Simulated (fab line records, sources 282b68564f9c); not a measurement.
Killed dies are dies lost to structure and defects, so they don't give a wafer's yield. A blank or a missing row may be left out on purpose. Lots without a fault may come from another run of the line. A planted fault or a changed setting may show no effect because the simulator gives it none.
fab line records | flow rit_cmos
record lots=6 wafers=18 last_day=7
route steps=202 shown PWELL@42 WELLDRIVE@50 NWELL@51 NRETRO@53 M1@202
lots that met no fault: from a run of the same line without faults
start_h: hours from the record's first day to the start of the lot's first wafer shown | wait_h: hours since the lot's step before | " the same as in the row above | L1.1+2: a row that stands for several wafers | - no value, or no start given | * or withheld: withheld | < > ~ a bound
route shown NAME@n: a module of which the file shows steps, and the number in the route of the first | usual: mean/standard deviation of fault-free wafers | same: alike in all rows | chamber/n: place in a boat | sites: the reading at each site | _std_site: their standard deviation | _edge_site: outer sites' mean less inner sites' | radius_mm: how far each site lies from the wafer's centre | mask NAME#n: copy n | behind: the tool/chamber that last shaped the wafer | hold: why the lot was held/for how many hours/how that ended | device: the transistor (n, p or np) that didn't switch | end of line: the same wafers' tests at the end of the route | a step without rows: its recipe alone | killed: dies lost to structure and defects at the first sort, not the wafer's yield | map: a wafer's dies, x killed, . not, _ none there
set.NAME: the setting as run; set.NAME@STEP: as run at that earlier step | model.NAME: the simulator's own value behind a step, which no gauge read
lots at some steps of the route; a table a step, a row a wafer
services: from which hour (start_h, from the record's first day; less than 0 if before it) a tool's chamber was out of use, for how many hours, and why
## steps
# step RIT_PWELL_EXPOSE_03
# recipe mask_id=M3 na=0.57 target_cd_nm=43700 dose_mj=250
# step RIT_PWELL_PEB_04
# recipe resist=NOVOLAK temp_c=withheld time_s=withheld
# step RIT_PWELL_DEVELOP_05
# recipe resist=NOVOLAK develop_time_s=68 dev_temp_c=23
# step RIT_PWELL_OVL_MEAS_06
# usual PWELL_OVL=0.2/1.4
# columns lot.wafer tool chamber start_h wait_h PWELL_OVL[nm]
L199.1 overlay-01 - 24.91 - -0.5
L199.2 " - " " 0.4
L199.3 " - " " 0.8
L203.2 overlay-01 - 45.93 - 0.6
L203.3 " - " " 2.7
L203.6 " - " " 1.1
L204.1 overlay-01 - 50.13 - -0.9
L204.5 " - " " -2.2
L204.6 " - " " -2.4
L209.2 overlay-01 - 75.59 - 0.2
L209.5 " - " " 0.8
L209.6 " - " " 1.3
L218.1 overlay-02 - 119.61 - 0.2
L218.3 " - " " 1.4
L218.5 " - " " 2.6
L221.2 overlay-02 - 134.43 - -1.9
L221.3 " - " " -0.4
L221.6 " - " " -1.2
# step RIT_PWELL_HARDBAKE_07
# recipe resist=NOVOLAK temp_c=140 time_s=120
# step RIT_PWELL_IMPLANT_08
# recipe species=B energy_kev=170 dose_cm2=7e+13 tilt_deg=7
# step RIT_PWELL_STRIP_09
# recipe chemistry=O2 time_s=180 resist=NOVOLAK platen_temp_c=withheld power_w=500 pressure_mtorr=4000 o2_flow_sccm=4000
# usual chamber_pressure_mTorr=4000/3.7 drypump_motor_current_A=5.7/0.35 rf_refl_power_W=7.7/1.3
# columns lot.wafer tool chamber start_h wait_h chamber_pressure_mTorr drypump_motor_current_A rf_hours_counter_h rf_refl_power_W
L199.1 plasma_asher-04 0 25.35 0.1 4001 5.6 23 8.6
L199.2 " 1 " " 4000 6.1 23 5.7
L199.3 " 1 " " 4001 6.1 - 5.6
L203.2 plasma_asher-04 1 46.36 0.1 3998 6.1 25 5.5
L203.3 " 0 " " 4004 5.5 - 9.0
L203.6 " 1 " " 4005 6.1 - 5.8
L204.1 plasma_asher-02 0 50.56 0.1 4007 5.2 41 5.8
L204.5 " 0 " " 4001 5.2 - 5.8
L204.6 " 1 " " 3998 6.0 - 8.5
L209.2 plasma_asher-04 0 76.02 0.1 4009 5.5 28 8.9
L209.5 " 0 " " 4000 5.5 - 8.8
L209.6 " 1 " " 4007 6.1 - 5.4
L218.1 plasma_asher-02 1 120.04 0.1 3999 6.0 49 8.8
L218.3 " 1 " " 4001 6.0 - 8.4
L218.5 " 0 " " 3995 5.2 - 5.6
L221.2 plasma_asher-02 0 134.86 0.1 3998 5.1 51 6.0
L221.3 " 0 " " 4005 5.2 - 5.9
L221.6 " 0 " " 3995 5.1 - 6.0
# step RIT_PWELL_TW_MEAS_10
# usual PWELL_TW=952/5.4
# columns lot.wafer tool chamber start_h wait_h PWELL_TW
L199.1 film_metro-01 - 25.53 0.1 945
L199.2 " - " " 947
L199.3 " - " " 948
L203.2 film_metro-01 - 46.55 0.1 949
L203.3 " - " " 944
L203.6 " - " " 944
L204.1 film_metro-04 - 50.74 0.1 955
L204.5 " - " " 954
L204.6 " - " " 956
L209.2 film_metro-01 - 76.20 0.1 947
L209.5 " - " " 947
L209.6 " - " " 948
L218.1 film_metro-02 - 120.22 0.1 959
L218.3 " - " " 958
L218.5 " - " " 965
L221.2 film_metro-01 - 135.05 0.1 955
L221.3 " - " " 948
L221.6 " - " " 949
# step RIT_WELLDRIVE_ANNEAL_00
# recipe temp_c=1100 time_s=14700 ambient=N2
# step RIT_WELLDRIVE_RS_MEAS_01
# recipe thk_meas_gauge=four-point-probe
# usual NWELL_RS=275.2/0.63
# columns lot.wafer tool chamber start_h wait_h NWELL_RS[ohm/sq]
L199.1 film_metro-04 - 31.69 0.0 275.2
L199.2 " - " " 274.7
L199.3 " - " " 275.0
L203.2 film_metro-02 - 51.86 0.0 274.9
L203.3 " - " " 274.7
L203.6 " - " " 274.8
L204.1 film_metro-01 - 57.14 0.0 274.1
L204.5 " - " " 274.6
L204.6 " - " " 274.9
L209.2 film_metro-01 - 81.95 0.0 275.7
L209.5 " - " " 275.1
L209.6 " - " " 275.0
L218.1 film_metro-04 - 126.23 0.0 274.6
L218.3 " - " " 275.3
L218.5 " - " " 275.5
L221.2 film_metro-01 - 140.20 0.0 276.8
L221.3 " - " " 276.5
L221.6 " - " " 276.1
# step RIT_WELLDRIVE_RS_MEAS_02
# recipe thk_meas_gauge=four-point-probe
# usual PWELL_RS=429.2/1.5
# columns lot.wafer tool chamber start_h wait_h PWELL_RS[ohm/sq]
L199.1 film_metro-04 - 31.81 0.1 428.1
L199.2 " - " " 428.5
L199.3 " - " " 427.9
L203.2 film_metro-02 - 51.98 0.1 429.2
L203.3 " - " " 430.7
L203.6 " - " " 427.1
L204.1 film_metro-01 - 57.26 0.1 431.1
L204.5 " - " " 429.6
L204.6 " - " " 430.5
L209.2 film_metro-01 - 82.07 0.1 432.5
L209.5 " - " " 432.5
L209.6 " - " " 431.7
L218.1 film_metro-04 - 126.35 0.1 429.3
L218.3 " - " " 429.0
L218.5 " - " " 428.8
L221.2 film_metro-01 - 140.32 0.1 429.9
L221.3 " - " " 430.5
L221.6 " - " " 430.5
# step RIT_NRETRO_HMDS_00
# recipe prime_time_s=60 prime_temp_c=140
# step RIT_NRETRO_COAT_01
# recipe resist=NOVOLAK spin_rpm=2000 resist_thk_nm=1300
# usual dispense_pressure_kPa=52.4/2.8
# columns lot.wafer tool chamber start_h wait_h dispense_pressure_kPa model.NOVOLAK_of_NRETRO_COAT_01.thk_nm
L199.1 litho_track-04 0 32.08 0.1 47.9 1306
L199.2 " 0 " " 47.9 1303
L199.3 " 0 " " 47.9 1303
L203.2 litho_track-01 0 52.31 0.1 54.2 1373
L203.3 " 0 " " 54.2 1374
L203.6 " 0 " " 54.2 1373
L204.1 litho_track-01 0 57.53 0.1 54.2 1375
L204.5 " 0 " " 54.2 1371
L204.6 " 0 " " 54.2 1366
L209.2 litho_track-02 0 82.35 0.1 48.1 1302
L209.5 " 0 " " 48.2 1303
L209.6 " 0 " " 48.2 1301
L218.1 litho_track-02 0 126.62 0.1 48.2 1299
L218.3 " 0 " " 48.1 1298
L218.5 " 0 " " 48.2 1296
L221.2 litho_track-01 0 140.60 0.1 54.2 1297
L221.3 " 0 " " 54.2 1298
L221.6 " 0 " " 54.2 1296
# step RIT_NRETRO_SOFTBAKE_02
# recipe resist=NOVOLAK temp_c=90 time_s=60
# step RIT_NRETRO_EXPOSE_03
# recipe mask_id=M4 na=0.57 target_cd_nm=43900 dose_mj=250
# step RIT_NRETRO_PEB_04
# recipe resist=NOVOLAK temp_c=withheld time_s=withheld
# step RIT_NRETRO_DEVELOP_05
# recipe resist=NOVOLAK develop_time_s=68 dev_temp_c=23
# step RIT_NRETRO_OVL_MEAS_06
# usual NRETRO_OVL=-0.4/1.5
# columns lot.wafer tool chamber start_h wait_h NRETRO_OVL[nm]
L199.1 overlay-02 - 32.81 - 0.9
L199.2 " - " " 2.3
L199.3 " - " " 1.4
L203.2 overlay-01 - 53.15 - -1.1
L203.3 " - " " -0.3
L203.6 " - " " 0.3
L204.1 overlay-01 - 58.38 - -0.4
L204.5 " - " " -1.5
L204.6 " - " " -2.3
L209.2 overlay-01 - 83.06 - 2.5
L209.5 " - " " 1.1
L209.6 " - " " 1.3
L218.1 overlay-01 - 127.48 - -0.9
L218.3 " - " " -2.4
L218.5 " - " " -0.8
L221.2 overlay-01 - 141.43 - 0.1
L221.3 " - " " -0.3
L221.6 " - " " 1.1
# step RIT_NRETRO_HARDBAKE_07
# recipe resist=NOVOLAK temp_c=140 time_s=120
# columns lot.wafer tool chamber start_h wait_h model.NOVOLAK_of_NRETRO_COAT_01.thk_nm
L199.1 litho_track-04 0 32.85 0.0 1142
L199.2+3 " 0 " " 1139
L203.2 litho_track-04 0 53.22 0.1 1199
L203.3 " 0 " " 1201
L203.6 " 0 " " 1200
L204.1 litho_track-02 0 58.42 0.0 1201
L204.5 " 0 " " 1198
L204.6 " 0 " " 1194
L209.2 litho_track-01 0 83.13 0.1 1138
L209.5 " 0 " " 1140
L209.6 " 0 " " 1137
L218.1+3 litho_track-04 0 127.52 0.0 1136
L218.5 " 0 " " 1133
L221.2 litho_track-02 0 141.50 0.1 1134
L221.3 " 0 " " 1135
L221.6 " 0 " " 1133
# step RIT_NRETRO_IMPLANT_08
# recipe species=P energy_kev=70 dose_cm2=1e+13 tilt_deg=7
# step RIT_M1_PROBE_99
# usual killed_at_front_end=7/3.1 killed_dies=7/3.1 killed_open=3.3/2.1 killed_short=3.5/2
# same gross_dies=264 killed_at_M0_to_M3=0 killed_at_M4_up=0 killed_at_back_side=0 killed_at_contacts=0 killed_at_other=0
# columns lot.wafer tool chamber start_h wait_h killed_at_front_end killed_dies killed_open killed_short
L199.1 prober-02 - 64.94 0.1 2 2 0 2
L199.2 prober-02 - 64.99 0.1 9 9 4 5
L199.3 prober-02 - 65.04 0.2 5 5 4 1
L203.2 prober-02 - 85.89 0.1 3 3 1 2
L203.3 prober-02 - 85.94 0.2 5 5 3 2
L203.6 prober-02 - 86.09 0.2 6 6 2 4
L204.1 prober-01 - 88.04 0.1 9 9 1 8
L204.5 prober-01 - 88.24 0.2 5 5 2 3
L204.6 prober-01 - 88.29 0.2 5 5 3 2
L209.2 prober-02 - 113.12 0.1 8 8 3 5
L209.5 prober-02 - 113.27 0.2 5 5 2 3
L209.6 prober-02 - 113.32 0.2 2 2 0 2
L218.1 prober-01 - 159.09 0.1 7 7 2 5
L218.3 prober-01 - 159.19 0.2 8 8 3 5
L218.5 prober-01 - 159.29 0.2 9 9 3 6
L221.2 prober-01 - 172.09 0.1 6 6 2 4
L221.3 prober-01 - 172.14 0.2 5 5 1 4
L221.6 prober-01 - 172.29 0.2 4 4 2 2
# killed by level:class
L199.1 FOX1:geometric_particle:short=1 FOX2:geometric_particle:short=1
L199.2 GATE:geometric_particle:short=3 GATE:geometric_particle:open=2 FOX1:geometric_particle:open=1 FOX2:geometric_particle:short=1 SILICIDE:geometric_particle:open=1 SILICIDE:geometric_particle:short=1
L199.3 GATE:geometric_particle:open=2 SPACER:geometric_particle:open=2 GATE:geometric_particle:short=1
L203.2 SPACER:geometric_particle:open=1 SPACER:geometric_particle:short=1 SILICIDE:geometric_particle:short=1
L203.3 GATE:geometric_particle:open=2 FOX2:geometric_particle:open=1 GATE:geometric_particle:short=1 SPACER:geometric_particle:short=1
L203.6 FOX2:geometric_particle:short=2 GATE:geometric_particle:open=2 GATE:geometric_particle:short=2
L204.1 GATE:geometric_particle:short=5 FOX1:geometric_particle:short=2 REOX:geometric_particle:short=1 SPACER:geometric_particle:open=1
L204.5 FOX1:geometric_particle:short=2 FOX1:geometric_particle:open=1 GATE:geometric_particle:short=1 SILICIDE:geometric_particle:open=1
L204.6 GATE:geometric_particle:open=2 FOX1:geometric_particle:open=1 FOX1:geometric_particle:short=1 SPACER:geometric_particle:short=1
L209.2 GATE:geometric_particle:open=2 GATE:geometric_particle:short=2 FOX2:geometric_particle:short=1 REOX:geometric_particle:short=1 SPACER:geometric_particle:open=1 SILICIDE:geometric_particle:short=1
L209.5 GATE:geometric_particle:short=2 GATE:geometric_particle:open=1 REOX:geometric_particle:open=1 REOX:geometric_particle:short=1
L209.6 GATE:geometric_particle:short=1 SPACER:geometric_particle:short=1
L218.1 FOX1:geometric_particle:short=2 FOX2:geometric_particle:short=1 GATE:geometric_particle:short=1 REOX:geometric_particle:open=1 SILICIDE:geometric_particle:open=1 SILICIDE:geometric_particle:short=1
L218.3 REOX:geometric_particle:short=2 SPACER:geometric_particle:open=2 FOX1:geometric_particle:short=1 GATE:geometric_particle:short=1 REOX:geometric_particle:open=1 SILICIDE:geometric_particle:short=1
L218.5 FOX1:geometric_particle:short=2 FOX2:geometric_particle:open=2 GATE:geometric_particle:short=2 GATE:geometric_particle:open=1 REOX:geometric_particle:short=1 SILICIDE:geometric_particle:short=1
L221.2 GATE:geometric_particle:open=1 GATE:geometric_particle:short=1 REOX:geometric_particle:short=1 SPACER:geometric_particle:short=1 SILICIDE:geometric_particle:short=1 SILICIDE:geometric_particle:open=1
L221.3 FOX2:geometric_particle:short=2 FOX1:geometric_particle:short=1 GATE:geometric_particle:open=1 GATE:geometric_particle:short=1
L221.6 REOX:geometric_particle:open=1 REOX:geometric_particle:short=1 SILICIDE:geometric_particle:open=1 SILICIDE:geometric_particle:short=1
## services
# columns tool chamber start_h hours kind
plasma_asher-02 - 128.81 0.6 repair
## key
first_sign none at tools or gauges
model_effect step=RIT_NRETRO_COAT_01 value=NOVOLAK_of_NRETRO_COAT_01.thk_nm without=1303 struck=1372
model_effect step=RIT_NRETRO_HARDBAKE_07 value=NOVOLAK_of_NRETRO_COAT_01.thk_nm without=1140 struck=1199
met_at RIT_NRETRO_COAT_01
struck_wafers L203.2,L203.3,L203.6,L204.1,L204.5,L204.6
tester_left_out L203,L204
fault kind=process_parameter_drift tool=litho_track-01 chamber=- onset_h=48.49 steps=RIT_NRETRO_COAT_01 channel=resist_thk_nm offset=68.422 shape=step end_h=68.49 acts_in=these_recipes_only stated=1300
# tester_left_out: of these lots the tester's yield and bins aren't shown, on N5 and GAA mostly nor the transistor test; their killed dies are dies lost to structure and defects alone, not to doping, threshold or leakage, so they don't give the yield
